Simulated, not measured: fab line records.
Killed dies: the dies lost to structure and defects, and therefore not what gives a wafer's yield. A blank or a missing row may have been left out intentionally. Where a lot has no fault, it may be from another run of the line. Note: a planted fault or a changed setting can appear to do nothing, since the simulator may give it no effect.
Which of the tools did it? ; flow berkeley cmos170 ; route of 331 steps, sampled at 1 step: 7 lots, 21 wafers

== WHAT EACH GAUGE READ, for each wafer ==
UCB170_NVT_OVL_MEAS_06.
lot;measured;on;NVT_OVL (nm)
L124;day 5 20:44;overlay-01;-7 -5 -6
L125;day 6 09:32;overlay-02;0 4 -3
L128;day 7 03:05;overlay-02;5 9 7
L131;day 7 22:07;overlay-02;10 4 3
L134;day 8 02:59;overlay-01;0 2 1
L143;day 10 06:43;overlay-02;-7 -4 -6
L142;day 10 07:16;overlay-02;-5 -2 -12

== WHICH TOOL RAN EACH LOT (tool, then ch and the chambers of the sampled wafers, then the start) ==
Record: no process step prior to these readings.

== THE ANSWER, worked out from the rows above alone ==
Rule: the usual values come from the lots themselves. Put in order of their means at a reading, lots are off if they are a third of the lots or fewer, leave a main group of 4 or more, and stand apart from it by a gap of 3 or more times the standard deviation of the main group's means; of several such gaps the widest counts. A main group is skipped when, at the precision printed for the reading in the tables above, its means are all equal. A lot without any number at a reading at which 4 lots or more have one is off too. Any other lot the step has rows for is counted as sound.
No lot is off at any reading shown: from this, nothing can be told.

== WHAT HAD BEEN PUT IN BY THE SIMULATOR ==
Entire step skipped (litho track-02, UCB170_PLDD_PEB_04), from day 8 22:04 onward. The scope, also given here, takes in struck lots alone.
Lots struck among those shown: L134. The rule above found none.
